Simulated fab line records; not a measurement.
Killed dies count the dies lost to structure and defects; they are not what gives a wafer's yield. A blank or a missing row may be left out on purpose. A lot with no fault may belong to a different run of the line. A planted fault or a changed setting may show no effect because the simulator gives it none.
Comparing a struck lot with a sound one	flow rit cmos	43 out of 202 route steps
Sound: the wafers L298.1, L298.2, L298.3. Wafers L311.2, L311.4, L311.6 were the ones struck. At the end, the cause is stated.
Per side, at each step with rows, come the tool, then ch with its chambers, and then its first start. Under that, the readings that differ: sound wafers	struck wafers	difference of the means	sigmas: that difference in standard deviations of wafers without a fault.
alike: a reading whose means differ by less than 2 such deviations, as well as words and numbers matching on both sides. not compared: withheld readings; readings where some wafer has no value; bounds like >300 that might hide an equal value; numbers whose values overlap and for which the record gives no deviation.
A row with sigmas, a row that says differs or no value, or rows on one side alone: a step with any of these is where the two part. When numbers do not overlap yet have no deviation, they are printed without sigmas and do not part them. A reading missing from all wafers of one side parts the sides only when that side holds two or more wafers.

first, 3 steps without rows for these wafers: RIT_PRETRO_EXPOSE_03 (exposes mask M5, target cd 43700 nm); RIT_PRETRO_PEB_04; RIT_PRETRO_DEVELOP_05 (develop time 68 s).
RIT_PRETRO_OVL_MEAS_06:
  sound: overlay-02 at day 3 09:08; struck: overlay-02 at day 6 00:40
  alike: PRETRO_OVL
then, 2 steps without rows for these wafers: RIT_PRETRO_HARDBAKE_07 (time 120 s); RIT_PRETRO_IMPLANT_08.
RIT_PRETRO_STRIP_09: strips in O2, time 180 s.
  sound on plasma asher-01 ch 0,1, day 3 09:34; struck on plasma asher-01 ch 0,1, day 6 01:05
  alike: chamber pressure mTorr, drypump motor current A
  not compared: rf hours counter h
RIT_PRETRO_TW_MEAS_10:
  sound: film metro-03 at day 3 09:44; struck: film metro-01 at day 6 01:16
  alike: PRETRO_TW
then, 4 steps without rows for these wafers: RIT_GATE_WET_ETCH_00 (etches SiO2 in BOE, target depth 56 nm, time 60 s); RIT_GATE_CLEAN_01 (cleans in SC1, time 600 s); RIT_GATE_CLEAN_02 (cleans in dHF, time 30.96 s); RIT_GATE_CLEAN_03 (cleans in SC2, time 600 s).
RIT_GATE_CLEAN_04: cleans in dHF, time 60 s.
  sound on wet bench-03 ch 1, day 3 10:12; struck on wet bench-03 ch 0, day 6 01:43
RIT_FOX2_THK_MEAS_91:
  sound: film metro-03 at day 3 10:13; struck: film metro-01 at day 6 01:45
  alike: FIELD_OXIDE_LEFT_2_THK
then, 2 steps without rows for these wafers: RIT_GATE_OXIDATION_05 (target thk 3 nm, ox time 270 s); RIT_GATE_ANNEAL_06 (time 600 s).
RIT_GATE_THK_MEAS_07:
  sound: film metro-03 at day 3 11:50; struck: film metro-04 at day 6 03:08
  alike: GATE_OXIDE_THK
then, 1 step without rows for these wafers: RIT_GATE_CVD_08 (deposits poly-Si from SiH4, target thk 250 nm, time 2220 s).
RIT_GATE_THK_MEAS_09:
  sound: film metro-04 at day 3 13:31; struck: film metro-01 at day 6 04:49
  alike: GATE_POLY_THK
then, 2 steps without rows for these wafers: RIT_GATE_HMDS_10 (prime time 60 s); RIT_GATE_COAT_11 (resist thk 850 nm).
RIT_GATE_SOFTBAKE_12: time 62 s.
  sound on litho track-02 ch 0, day 3 13:53; struck on litho track-02 ch 0, day 6 05:11
  alike: plate sensor t centre C, plate sensor t edge C, softbake temp c
then, 3 steps without rows for these wafers: RIT_GATE_EXPOSE_13 (exposes mask M6, target cd 150 nm); RIT_GATE_PEB_14; RIT_GATE_DEVELOP_15 (develop time 50 s).
RIT_GATE_CD_MEAS_16: target cd 150 nm.
  sound: cd sem-02 at day 3 14:26; struck: cd sem-01 at day 6 05:51
  alike: cd nm
RIT_GATE_OVL_MEAS_17:
  sound: overlay-01 at day 3 14:33; struck: overlay-02 at day 6 05:57
  alike: GATE_OVL
then, 1 step without rows for these wafers: RIT_GATE_HARDBAKE_18 (time 60 s).
RIT_GATE_ETCH_19: etches poly-Si in SF6/CHF3/O2, stops on SiO2, time 165 s, target depth 312.5 nm.
  sound on rie si-01 ch 1,2,3, day 3 14:44; struck on rie si-02 ch 2,3, day 6 06:08
  alike: chamber pressure mTorr, drypump motor current A, oes product au, rf fwd power W, throttle valve pct
  not compared: rf hours counter h
RIT_GATE_STRIP_20: strips in O2, time 180 s.
  sound on plasma asher-03 ch 0,1, day 3 14:50; struck on plasma asher-03 ch 0,1, day 6 06:14
  alike: chamber pressure mTorr, drypump motor current A
  not compared: rf hours counter h
RIT_GATE_CD_MEAS_90: target cd 150 nm.
  sound: cd sem-02 at day 3 15:01; struck: cd sem-02 at day 6 06:26
  alike: cd nm
then, 4 steps without rows for these wafers: RIT_REOX_CLEAN_00 (cleans in SC1, time 600 s); RIT_REOX_CLEAN_01 (cleans in dHF, time 30 s); RIT_REOX_CLEAN_02 (cleans in SC2, time 588.2 s); RIT_REOX_OXIDATION_03 (target thk 25.2 nm, ox time 5580 s).
RIT_REOX_THK_MEAS_04:
  sound: film metro-04 at day 3 18:04; struck: film metro-02 at day 6 10:14
  alike: REOX_OXIDE_THK
then, 6 steps without rows for these wafers: RIT_NLDD_HMDS_00 (prime time 60 s); RIT_NLDD_COAT_01 (resist thk 1000 nm); RIT_NLDD_SOFTBAKE_02 (time 60 s); RIT_NLDD_EXPOSE_03 (exposes mask M7, target cd 40700 nm); RIT_NLDD_PEB_04; RIT_NLDD_DEVELOP_05 (develop time 50 s).
RIT_M1_PROBE_99:
  sound: prober-02 at day 4 11:10; struck: prober-02 at day 7 02:48
reading	sound	struck	difference	sigmas
model.etest.diode nwell sub.leak log10 a cm2	-7.51 -7.528 -7.433	-5.419 -5.398 -5.314	+2.113	
model.etest.antenna m1.short	0 0 0	1 1 1	+1	
model.etest.ring.no ring	0 0 0	1 1 1	+1	
model.etest.nmos narrow.short	0 0 0	1 1 1	+1	
model.etest.cap p gate.short	0 0 0	1 1 1	+1	
model.etest.nmos_0p15.over limit	0 0 0	1 1 1	+1	
model.etest.pmos_0p15.over limit	0 0 0	1 1 1	+1	
model.etest.pmos turned.short	0 0 0	1 1 1	+1	
  alike: killed at contacts, killed at front end, killed dies, killed open, killed short

## WHERE THEY PART
Nowhere in this record.

WHY: the cause the simulator had injected
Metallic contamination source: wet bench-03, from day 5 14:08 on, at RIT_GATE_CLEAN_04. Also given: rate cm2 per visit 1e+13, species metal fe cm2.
